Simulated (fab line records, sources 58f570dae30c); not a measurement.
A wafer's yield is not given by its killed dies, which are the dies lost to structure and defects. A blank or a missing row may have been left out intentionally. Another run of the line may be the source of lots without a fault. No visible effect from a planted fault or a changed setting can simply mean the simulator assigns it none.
fab line records / flow berkeley-cmos170
record lots=6 wafers=18 last-day=12
route steps=331 shown ACTIVE@71 PFIELD@79
lots that met no fault: taken from a fault-free run of the same line
start-h: hours from the record's first day to the start of the lot's first wafer shown / wait-h: hours from the lot's prior step to this one / " repeats the value in the row above / L1.1+2: several wafers, shown together as one row / - value missing, or start not given / * or withheld: withheld / < > ~ a bound
route shown NAME@n: NAME is a module with steps in the file, n the number in the route of the first one / usual: the fault-free wafers' mean and standard deviation / same: alike in all rows / chamber/n: place in a boat / sites: the reading at each site / _std_site: their standard deviation / _edge_site: outer sites' mean less inner sites' / radius-mm: how far each site lies from the wafer's centre / mask NAME#n: copy n / behind: the tool/chamber that last shaped the wafer / hold: why the lot was held/for how many hours/how that ended / device: the n, p or np transistor that did not switch / end of line: the route-end tests of the same wafers / a step given without rows: its recipe and nothing more / killed: at the first sort, the dies lost to defects and structure; wafer yield is something else / map: the dies of a wafer, with x for killed, . for not killed, _ for no die there
set.NAME: setting as actually run; set.NAME@STEP: the setting as run at that earlier step / model.NAME: the simulator's own value behind a step, which no gauge read
lots seen at some steps along the route; tables by step, rows by wafer
services: from which hour (start-h, from the record's first day; less than 0 if before it) a tool's chamber was out of use, for how many hours, and why
## steps
# step UCB170_ACTIVE_PEB_11
# recipe peb-temp-c=130 peb-time-s=withheld resist=KrF
# step UCB170_ACTIVE_DEVELOP_12
# recipe developer=TMAH develop-time-s=45 resist=KrF dev-temp-c=21
# step UCB170_ACTIVE_CD_MEAS_13
# recipe target-cd-nm=1200
# usual cd-nm=1199.8/1.3
lot.wafer=L621.1 tool=cd-sem-01 chamber=- start-h=105.08 wait-h=- cd-nm=1200.4
lot.wafer=L621.4 tool=cd-sem-01 chamber=- start-h=105.08 wait-h=- cd-nm=1198.8
lot.wafer=L621.6 tool=cd-sem-01 chamber=- start-h=105.08 wait-h=- cd-nm=1199.6
lot.wafer=L622.1 tool=cd-sem-01 chamber=- start-h=114.75 wait-h=- cd-nm=1199.8
lot.wafer=L622.2 tool=cd-sem-01 chamber=- start-h=114.75 wait-h=- cd-nm=1201.3
lot.wafer=L622.4 tool=cd-sem-01 chamber=- start-h=114.75 wait-h=- cd-nm=1198.9
lot.wafer=L625.2 tool=cd-sem-01 chamber=- start-h=126.16 wait-h=- cd-nm=1199.2
lot.wafer=L625.3 tool=cd-sem-01 chamber=- start-h=126.16 wait-h=- cd-nm=1200.7
lot.wafer=L625.5 tool=cd-sem-01 chamber=- start-h=126.16 wait-h=- cd-nm=1199.0
lot.wafer=L624.4 tool=cd-sem-02 chamber=- start-h=126.20 wait-h=- cd-nm=1198.7
lot.wafer=L624.5 tool=cd-sem-02 chamber=- start-h=126.20 wait-h=- cd-nm=1198.5
lot.wafer=L624.6 tool=cd-sem-02 chamber=- start-h=126.20 wait-h=- cd-nm=1197.4
lot.wafer=L633.2 tool=cd-sem-02 chamber=- start-h=162.06 wait-h=- cd-nm=1198.7
lot.wafer=L633.4 tool=cd-sem-02 chamber=- start-h=162.06 wait-h=- cd-nm=1200.6
lot.wafer=L633.5 tool=cd-sem-02 chamber=- start-h=162.06 wait-h=- cd-nm=1199.5
lot.wafer=L635.1 tool=cd-sem-01 chamber=- start-h=174.26 wait-h=- cd-nm=1200.9
lot.wafer=L635.3 tool=cd-sem-01 chamber=- start-h=174.26 wait-h=- cd-nm=1201.9
lot.wafer=L635.5 tool=cd-sem-01 chamber=- start-h=174.26 wait-h=- cd-nm=1200.4
# step UCB170_ACTIVE_OVL_MEAS_14
# usual ACTIVE_OVL=5/5
lot.wafer=L621.1 tool=overlay-01 chamber=- start-h=105.20 wait-h=0.1 ACTIVE_OVL[nm]=6
lot.wafer=L621.4 tool=overlay-01 chamber=- start-h=105.20 wait-h=0.1 ACTIVE_OVL[nm]=8
lot.wafer=L621.6 tool=overlay-01 chamber=- start-h=105.20 wait-h=0.1 ACTIVE_OVL[nm]=16
lot.wafer=L622.1 tool=overlay-02 chamber=- start-h=114.87 wait-h=0.1 ACTIVE_OVL[nm]=8
lot.wafer=L622.2 tool=overlay-02 chamber=- start-h=114.87 wait-h=0.1 ACTIVE_OVL[nm]=1
lot.wafer=L622.4 tool=overlay-02 chamber=- start-h=114.87 wait-h=0.1 ACTIVE_OVL[nm]=4
lot.wafer=L625.2 tool=overlay-02 chamber=- start-h=126.26 wait-h=0.1 ACTIVE_OVL[nm]=13
lot.wafer=L625.3 tool=overlay-02 chamber=- start-h=126.26 wait-h=0.1 ACTIVE_OVL[nm]=10
lot.wafer=L625.5 tool=overlay-02 chamber=- start-h=126.26 wait-h=0.1 ACTIVE_OVL[nm]=3
lot.wafer=L624.4 tool=overlay-01 chamber=- start-h=126.27 wait-h=0.1 ACTIVE_OVL[nm]=2
lot.wafer=L624.5 tool=overlay-01 chamber=- start-h=126.27 wait-h=0.1 ACTIVE_OVL[nm]=9
lot.wafer=L624.6 tool=overlay-01 chamber=- start-h=126.27 wait-h=0.1 ACTIVE_OVL[nm]=6
lot.wafer=L633.2 tool=overlay-01 chamber=- start-h=162.17 wait-h=0.1 ACTIVE_OVL[nm]=0
lot.wafer=L633.4 tool=overlay-01 chamber=- start-h=162.17 wait-h=0.1 ACTIVE_OVL[nm]=12
lot.wafer=L633.5 tool=overlay-01 chamber=- start-h=162.17 wait-h=0.1 ACTIVE_OVL[nm]=3
lot.wafer=L635.1 tool=overlay-01 chamber=- start-h=174.38 wait-h=0.1 ACTIVE_OVL[nm]=-5
lot.wafer=L635.3 tool=overlay-01 chamber=- start-h=174.38 wait-h=0.1 ACTIVE_OVL[nm]=-1
lot.wafer=L635.5 tool=overlay-01 chamber=- start-h=174.38 wait-h=0.1 ACTIVE_OVL[nm]=3
# step UCB170_ACTIVE_ETCH_15
# recipe chemistry=CH3F/Ar/O2 target=Si3N4 stop-on=SiO2 CH3F_flow_sccm=20 Ar_flow_sccm=50 O2_flow_sccm=7 pressure-mtorr=50 rf-w=450 target-depth-a=2420 over-etch-frac=0.1 time-s=151
# usual drypump-motor-current-A=5.7/0.32 oes-product-au=0.946/0.019 throttle-valve-pct=8.06/0.17
lot.wafer=L621.1 tool=rie-diel-01 chamber=0 start-h=105.24 wait-h=0.0 drypump-motor-current-A=6.0 oes-product-au=0.944 rf-hours-counter-h=124 throttle-valve-pct=8.32
lot.wafer=L621.4 tool=rie-diel-01 chamber=3 start-h=105.24 wait-h=0.0 drypump-motor-current-A=5.8 oes-product-au=0.964 rf-hours-counter-h=158 throttle-valve-pct=8.08
lot.wafer=L621.6 tool=rie-diel-01 chamber=0 start-h=105.24 wait-h=0.0 drypump-motor-current-A=6.0 oes-product-au=0.934 rf-hours-counter-h=- throttle-valve-pct=8.31
lot.wafer=L622.1 tool=rie-diel-03 chamber=3 start-h=114.91 wait-h=0.0 drypump-motor-current-A=5.6 oes-product-au=0.975 rf-hours-counter-h=73 throttle-valve-pct=7.85
lot.wafer=L622.2 tool=rie-diel-03 chamber=0 start-h=114.91 wait-h=0.0 drypump-motor-current-A=5.0 oes-product-au=0.929 rf-hours-counter-h=50 throttle-valve-pct=8.22
lot.wafer=L622.4 tool=rie-diel-03 chamber=3 start-h=114.91 wait-h=0.0 drypump-motor-current-A=5.6 oes-product-au=0.981 rf-hours-counter-h=- throttle-valve-pct=7.83
lot.wafer=L624.4 tool=rie-diel-04 chamber=1 start-h=126.29 wait-h=0.0 drypump-motor-current-A=5.5 oes-product-au=0.954 rf-hours-counter-h=147 throttle-valve-pct=8.13
lot.wafer=L624.5 tool=rie-diel-04 chamber=2 start-h=126.29 wait-h=0.0 drypump-motor-current-A=5.9 oes-product-au=0.973 rf-hours-counter-h=- throttle-valve-pct=7.88
lot.wafer=L624.6 tool=rie-diel-04 chamber=3 start-h=126.29 wait-h=0.0 drypump-motor-current-A=5.8 oes-product-au=0.974 rf-hours-counter-h=- throttle-valve-pct=8.27
lot.wafer=L625.2 tool=rie-diel-03 chamber=1 start-h=126.29 wait-h=0.0 drypump-motor-current-A=5.6 oes-product-au=0.953 rf-hours-counter-h=107 throttle-valve-pct=8.02
lot.wafer=L625.3 tool=rie-diel-03 chamber=3 start-h=126.29 wait-h=0.0 drypump-motor-current-A=5.6 oes-product-au=0.959 rf-hours-counter-h=73 throttle-valve-pct=7.84
lot.wafer=L625.5 tool=rie-diel-03 chamber=1 start-h=126.29 wait-h=0.0 drypump-motor-current-A=5.6 oes-product-au=0.948 rf-hours-counter-h=- throttle-valve-pct=8.03
lot.wafer=L633.2 tool=rie-diel-01 chamber=0 start-h=162.20 wait-h=0.0 drypump-motor-current-A=6.0 oes-product-au=0.938 rf-hours-counter-h=127 throttle-valve-pct=8.28
lot.wafer=L633.4 tool=rie-diel-01 chamber=2 start-h=162.20 wait-h=0.0 drypump-motor-current-A=6.3 oes-product-au=0.925 rf-hours-counter-h=9 throttle-valve-pct=7.98
lot.wafer=L633.5 tool=rie-diel-01 chamber=3 start-h=162.20 wait-h=0.0 drypump-motor-current-A=5.9 oes-product-au=0.960 rf-hours-counter-h=- throttle-valve-pct=8.10
lot.wafer=L635.1 tool=rie-diel-03 chamber=3 start-h=174.42 wait-h=0.0 drypump-motor-current-A=5.6 oes-product-au=0.948 rf-hours-counter-h=76 throttle-valve-pct=7.86
lot.wafer=L635.3 tool=rie-diel-03 chamber=2 start-h=174.42 wait-h=0.0 drypump-motor-current-A=5.6 oes-product-au=0.955 rf-hours-counter-h=131 throttle-valve-pct=7.86
lot.wafer=L635.5 tool=rie-diel-03 chamber=0 start-h=174.42 wait-h=0.0 drypump-motor-current-A=5.0 oes-product-au=0.917 rf-hours-counter-h=- throttle-valve-pct=8.21
# step UCB170_ACTIVE_STRIP_16
# recipe chemistry=O2 power-w=400 pressure-mtorr=3500 platen-temp-c=withheld o2-flow-sccm=400 overash-fraction=0.5
# usual drypump-motor-current-A=5.6/0.53 o2-flow-sccm=400.0/1.2 oes-product-au=0.721/0.0044 strip-time-to-endpoint-s=18.12/0.095
# same overash-fraction=0.5
lot.wafer=L621.1 tool=plasma-asher-03 chamber=1 start-h=105.34 wait-h=0.1 drypump-motor-current-A=5.1 o2-flow-sccm=398.8 oes-product-au=0.721 rf-hours-counter-h=30 strip-time-to-endpoint-s=18.12
lot.wafer=L621.4 tool=plasma-asher-03 chamber=1 start-h=105.34 wait-h=0.1 drypump-motor-current-A=5.1 o2-flow-sccm=398.3 oes-product-au=0.726 rf-hours-counter-h=- strip-time-to-endpoint-s=18.23
lot.wafer=L621.6 tool=plasma-asher-03 chamber=0 start-h=105.34 wait-h=0.1 drypump-motor-current-A=6.1 o2-flow-sccm=399.3 oes-product-au=0.722 rf-hours-counter-h=- strip-time-to-endpoint-s=18.15
lot.wafer=L622.1 tool=plasma-asher-02 chamber=0 start-h=115.01 wait-h=0.1 drypump-motor-current-A=5.8 o2-flow-sccm=400.1 oes-product-au=0.724 rf-hours-counter-h=35 strip-time-to-endpoint-s=18.10
lot.wafer=L622.2 tool=plasma-asher-02 chamber=1 start-h=115.01 wait-h=0.1 drypump-motor-current-A=4.9 o2-flow-sccm=399.5 oes-product-au=0.734 rf-hours-counter-h=35 strip-time-to-endpoint-s=18.26
lot.wafer=L622.4 tool=plasma-asher-02 chamber=0 start-h=115.01 wait-h=0.1 drypump-motor-current-A=5.8 o2-flow-sccm=400.2 oes-product-au=0.717 rf-hours-counter-h=- strip-time-to-endpoint-s=18.04
lot.wafer=L625.2 tool=plasma-asher-04 chamber=1 start-h=126.39 wait-h=0.1 drypump-motor-current-A=6.2 o2-flow-sccm=398.8 oes-product-au=0.718 rf-hours-counter-h=41 strip-time-to-endpoint-s=18.13
lot.wafer=L625.3 tool=plasma-asher-04 chamber=0 start-h=126.39 wait-h=0.1 drypump-motor-current-A=5.7 o2-flow-sccm=399.7 oes-product-au=0.728 rf-hours-counter-h=- strip-time-to-endpoint-s=18.14
lot.wafer=L625.5 tool=plasma-asher-04 chamber=0 start-h=126.39 wait-h=0.1 drypump-motor-current-A=5.7 o2-flow-sccm=400.4 oes-product-au=0.725 rf-hours-counter-h=- strip-time-to-endpoint-s=18.11
lot.wafer=L624.4 tool=plasma-asher-03 chamber=0 start-h=126.42 wait-h=0.1 drypump-motor-current-A=6.1 o2-flow-sccm=399.0 oes-product-au=0.718 rf-hours-counter-h=- strip-time-to-endpoint-s=18.05
lot.wafer=L624.5 tool=plasma-asher-03 chamber=0 start-h=126.42 wait-h=0.1 drypump-motor-current-A=6.1 o2-flow-sccm=398.4 oes-product-au=0.719 rf-hours-counter-h=- strip-time-to-endpoint-s=18.01
lot.wafer=L624.6 tool=plasma-asher-03 chamber=1 start-h=126.42 wait-h=0.1 drypump-motor-current-A=5.1 o2-flow-sccm=403.3 oes-product-au=0.717 rf-hours-counter-h=- strip-time-to-endpoint-s=18.23
lot.wafer=L633.2 tool=plasma-asher-02 chamber=1 start-h=162.30 wait-h=0.1 drypump-motor-current-A=4.8 o2-flow-sccm=399.4 oes-product-au=0.725 rf-hours-counter-h=41 strip-time-to-endpoint-s=18.01
lot.wafer=L633.4 tool=plasma-asher-02 chamber=0 start-h=162.30 wait-h=0.1 drypump-motor-current-A=5.9 o2-flow-sccm=400.2 oes-product-au=0.718 rf-hours-counter-h=- strip-time-to-endpoint-s=18.10
lot.wafer=L633.5 tool=plasma-asher-02 chamber=0 start-h=162.30 wait-h=0.1 drypump-motor-current-A=5.8 o2-flow-sccm=399.6 oes-product-au=0.723 rf-hours-counter-h=- strip-time-to-endpoint-s=17.94
lot.wafer=L635.1 tool=plasma-asher-03 chamber=1 start-h=174.52 wait-h=0.1 drypump-motor-current-A=5.1 o2-flow-sccm=397.8 oes-product-au=0.720 rf-hours-counter-h=39 strip-time-to-endpoint-s=17.92
lot.wafer=L635.3 tool=plasma-asher-03 chamber=1 start-h=174.52 wait-h=0.1 drypump-motor-current-A=5.1 o2-flow-sccm=400.2 oes-product-au=0.721 rf-hours-counter-h=- strip-time-to-endpoint-s=17.88
lot.wafer=L635.5 tool=plasma-asher-03 chamber=1 start-h=174.52 wait-h=0.1 drypump-motor-current-A=5.1 o2-flow-sccm=399.9 oes-product-au=0.727 rf-hours-counter-h=- strip-time-to-endpoint-s=18.02
# step UCB170_ACTIVE_CD_MEAS_90
# recipe target-cd-nm=1200
# usual cd-nm=1199.7/1.3
lot.wafer=L621.1 tool=cd-sem-02 chamber=- start-h=105.44 wait-h=0.1 cd-nm=1200.2
lot.wafer=L621.4 tool=cd-sem-02 chamber=- start-h=105.44 wait-h=0.1 cd-nm=1199.0
lot.wafer=L621.6 tool=cd-sem-02 chamber=- start-h=105.44 wait-h=0.1 cd-nm=1199.7
lot.wafer=L622.1 tool=cd-sem-02 chamber=- start-h=115.11 wait-h=0.1 cd-nm=1199.4
lot.wafer=L622.2 tool=cd-sem-02 chamber=- start-h=115.11 wait-h=0.1 cd-nm=1201.4
lot.wafer=L622.4 tool=cd-sem-02 chamber=- start-h=115.11 wait-h=0.1 cd-nm=1198.9
lot.wafer=L625.2 tool=cd-sem-02 chamber=- start-h=126.51 wait-h=0.1 cd-nm=1198.9
lot.wafer=L625.3 tool=cd-sem-02 chamber=- start-h=126.51 wait-h=0.1 cd-nm=1200.6
lot.wafer=L625.5 tool=cd-sem-02 chamber=- start-h=126.51 wait-h=0.1 cd-nm=1199.4
lot.wafer=L624.4 tool=cd-sem-01 chamber=- start-h=126.55 wait-h=0.1 cd-nm=1198.4
lot.wafer=L624.5 tool=cd-sem-01 chamber=- start-h=126.55 wait-h=0.1 cd-nm=1198.3
lot.wafer=L624.6 tool=cd-sem-01 chamber=- start-h=126.55 wait-h=0.1 cd-nm=1197.8
lot.wafer=L633.2 tool=cd-sem-02 chamber=- start-h=162.42 wait-h=0.1 cd-nm=1199.0
lot.wafer=L633.4 tool=cd-sem-02 chamber=- start-h=162.42 wait-h=0.1 cd-nm=1200.7
lot.wafer=L633.5 tool=cd-sem-02 chamber=- start-h=162.42 wait-h=0.1 cd-nm=1199.3
lot.wafer=L635.1 tool=cd-sem-01 chamber=- start-h=174.65 wait-h=0.1 cd-nm=1200.9
lot.wafer=L635.3 tool=cd-sem-01 chamber=- start-h=174.65 wait-h=0.1 cd-nm=1201.6
lot.wafer=L635.5 tool=cd-sem-01 chamber=- start-h=174.65 wait-h=0.1 cd-nm=1201.1
# step UCB170_ACTIVE_CLEAN_17
# recipe chemistry=SPM temp-c=120 time-s=600
# step UCB170_PFIELD_HMDS_00
# recipe prime-time-s=60 prime-temp-c=100
# step UCB170_PFIELD_COAT_01
# recipe resist=KrF spin-rpm=1500 resist-thk-nm=900
# step UCB170_PFIELD_SOFTBAKE_02
# recipe resist=KrF temp-c=130 time-s=60
# step UCB170_PFIELD_EXPOSE_03
# recipe mask-id=PFIELD na=0.5 sigma-outer=0.6 source-shape=conventional target-cd-nm=1500 dose-mj=30
# step UCB170_PFIELD_PEB_04
# recipe peb-temp-c=130 peb-time-s=withheld resist=KrF
# usual chill-plate-temp-C=22.99/0.1 exhaust-pa=45.4/0.84
lot.wafer=L621.1 tool=litho-track-01 chamber=0 start-h=106.30 wait-h=0.1 chill-plate-temp-C=22.99 exhaust-pa=45.4
lot.wafer=L621.4 tool=litho-track-01 chamber=0 start-h=106.30 wait-h=0.1 chill-plate-temp-C=23.15 exhaust-pa=45.3
lot.wafer=L621.6 tool=litho-track-01 chamber=0 start-h=106.30 wait-h=0.1 chill-plate-temp-C=22.96 exhaust-pa=45.5
lot.wafer=L622.1 tool=litho-track-02 chamber=0 start-h=118.10 wait-h=0.7 chill-plate-temp-C=23.09 exhaust-pa=46.3
lot.wafer=L622.2 tool=litho-track-02 chamber=0 start-h=118.10 wait-h=0.7 chill-plate-temp-C=23.13 exhaust-pa=45.7
lot.wafer=L622.4 tool=litho-track-02 chamber=0 start-h=118.10 wait-h=0.7 chill-plate-temp-C=23.16 exhaust-pa=45.8
lot.wafer=L624.4 tool=litho-track-01 chamber=- start-h=128.04 wait-h=0.1 chill-plate-temp-C=- exhaust-pa=-
lot.wafer=L624.5 tool=litho-track-01 chamber=- start-h=128.04 wait-h=0.1 chill-plate-temp-C=- exhaust-pa=-
lot.wafer=L624.6 tool=litho-track-01 chamber=- start-h=128.04 wait-h=0.1 chill-plate-temp-C=- exhaust-pa=-
lot.wafer=L625.2 tool=litho-track-02 chamber=- start-h=128.23 wait-h=0.1 chill-plate-temp-C=- exhaust-pa=-
lot.wafer=L625.3 tool=litho-track-02 chamber=- start-h=128.23 wait-h=0.1 chill-plate-temp-C=- exhaust-pa=-
lot.wafer=L625.5 tool=litho-track-02 chamber=- start-h=128.23 wait-h=0.1 chill-plate-temp-C=- exhaust-pa=-
lot.wafer=L633.2 tool=litho-track-01 chamber=0 start-h=163.49 wait-h=0.2 chill-plate-temp-C=23.09 exhaust-pa=46.5
lot.wafer=L633.4 tool=litho-track-01 chamber=0 start-h=163.49 wait-h=0.2 chill-plate-temp-C=23.18 exhaust-pa=44.9
lot.wafer=L633.5 tool=litho-track-01 chamber=0 start-h=163.49 wait-h=0.2 chill-plate-temp-C=23.19 exhaust-pa=46.1
lot.wafer=L635.1 tool=litho-track-01 chamber=0 start-h=176.15 wait-h=0.3 chill-plate-temp-C=22.93 exhaust-pa=44.3
lot.wafer=L635.3 tool=litho-track-01 chamber=0 start-h=176.15 wait-h=0.3 chill-plate-temp-C=23.01 exhaust-pa=44.1
lot.wafer=L635.5 tool=litho-track-01 chamber=0 start-h=176.15 wait-h=0.3 chill-plate-temp-C=23.01 exhaust-pa=44.6
# step UCB170_PFIELD_DEVELOP_05
# recipe developer=TMAH develop-time-s=45 resist=KrF dev-temp-c=21
## services
tool=plasma-asher-03 chamber=- start-h=85.84 hours=0.9 kind=repair
tool=plasma-asher-02 chamber=- start-h=101.08 hours=4.6 kind=repair
tool=rie-diel-03 chamber=1 start-h=107.77 hours=9.3 kind=repair
tool=rie-diel-01 chamber=3 start-h=112.40 hours=- kind=clean
tool=rie-diel-01 chamber=3 start-h=112.40 hours=27.7 kind=scheduled-down
tool=rie-diel-01 chamber=3 start-h=112.40 hours=27.7 kind=vent-cycle
tool=rie-diel-01 chamber=- start-h=123.85 hours=2.8 kind=pm
tool=rie-diel-01 chamber=0 start-h=138.25 hours=9.6 kind=repair
tool=rie-diel-04 chamber=- start-h=147.09 hours=1.4 kind=repair
tool=rie-diel-04 chamber=1 start-h=148.10 hours=35.6 kind=repair
tool=plasma-asher-04 chamber=- start-h=165.26 hours=7.5 kind=repair
tool=rie-diel-04 chamber=0 start-h=171.99 hours=34.5 kind=repair
## key
first-sign step=UCB170_PFIELD_PEB_04 reading=tool-record direction=missing
effect none on later readings
met-at UCB170_PFIELD_PEB_04
struck-wafers L624.4,L624.5,L624.6,L625.2,L625.3,L625.5
sort-left-out L624.4,L624.5,L624.6,L625.2,L625.3,L625.5
tester-left-out L624,L625
onset-between 118.10 128.04
fault kind=skipped-step-whole tool=litho-track-01,litho-track-02 chamber=- onset-h=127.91 steps=UCB170_PFIELD_PEB_04 scope=struck-lots-only
# tester-left-out: of these lots the tester's yield and bins aren't shown, on N5 and GAA mostly nor the transistor test; their killed dies are dies lost to structure and defects alone, not to doping, threshold or leakage, so they don't give the yield
# sort-left-out: the simulated sort isn't trusted on such a fault, so these wafers' sort isn't shown, and their yield isn't known
